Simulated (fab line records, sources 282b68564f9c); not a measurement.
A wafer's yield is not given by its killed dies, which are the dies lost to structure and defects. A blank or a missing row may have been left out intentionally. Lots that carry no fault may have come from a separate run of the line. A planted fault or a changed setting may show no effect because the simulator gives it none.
8D (eight disciplines) problem report, filled in by code | flow ritCmos | the parts of the form that need people (team, actions taken, sign-off) are left out

== 1. WHAT IS WRONG ==
Mean of developerTempC at RIT_CONTACT_DEVELOP_07: 23.68 C across 6 wafers in 2 lots; on wafers with no fault it is 22.98 C (standard deviation 0.1). That puts it +7.0 standard deviations away from the usual mean.
The step: develop time 120 s.
Earliest sighting: wafer L287.2 on lithoTrack-01 at day 6 06:00. The record holds 42 wafers of 14 lots with a number at this step. The rule behind "out" and "out of limits": a value lying over 4 standard deviations away from the usual mean. The rest of the wafers with a number are treated as sound.

== 2. WHAT IT IS AND WHAT IT IS NOT ==
question                    | is                     | is not
which readings at this step | developerTempC         | -
which lots                  | L287, L288             | L274, L275, L276, L277, L278, L279, L280, L281, L282, L294, L295, L297
which wafers of those lots  | all that have a number | -
read on which tools         | lithoTrack-01          | lithoTrack-02, lithoTrack-04
when                        | from day 6 06:00       | up to then (27 sound wafers); but 9 sound wafers of L294, L295, L297 came after

== 3. THE SUSPECTS, EACH WITH WHAT RULES IT OUT ==
Counting: a tool stays on the suspect list if, at a process step up to the reading, it processed all lots that are out and no sound lot following the first of them.
- plasmaAsher-04 at RIT_NSD_STRIP_09 (strips in O2, time 180 s): ruled out as a lasting fault. After its first lot that is out, L287 (day 6 02:01), sound lots L294 ran on it.
- lithoTrack-01 at RIT_CONTACT_DEVELOP_07 (develop time 120 s): kept. It processed each lot that is out, first L287 at day 6 06:00, and no sound lot thereafter; up to then, the last sound lot it processed was L282 at day 5 05:00. Its own readings are out on those wafers: developerTempC.
Remaining after the count: lithoTrack-01 at RIT_CONTACT_DEVELOP_07.

== 4. THE CAUSE (what the simulator had put in) ==
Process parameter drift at RIT_CONTACT_DEVELOP_07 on lithoTrack-01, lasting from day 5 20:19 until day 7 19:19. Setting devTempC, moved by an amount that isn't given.
This tool alone remained once counting was done.

== 5. SEQUENCE OF EFFECTS, ordered by route ==
One row per reading whose mean, taken over the struck wafers that have a number, lies over 3 standard deviations from the usual. Only readings for which the record gives a usual standard deviation are gone through. hours: the time from each lot's start at the first step in this table that gives one to its start at this step, as a median over the lots. sigmas: the change in usual standard deviations.
hours | step                   | reading        | usual   | on struck wafers | change | sigmas
0     | RIT_CONTACT_DEVELOP_07 | developerTempC | 22.98 C | 23.68            | +0.70  | +7.0
Here are the process steps it includes:
- RIT_CONTACT_DEVELOP_07: develop time 120 s.

== 6. WHAT WOULD HAVE CAUGHT IT SOONER ==
First out-of-limits reading in this record: day 6 06:00, which is 10 hours after fault onset at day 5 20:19.
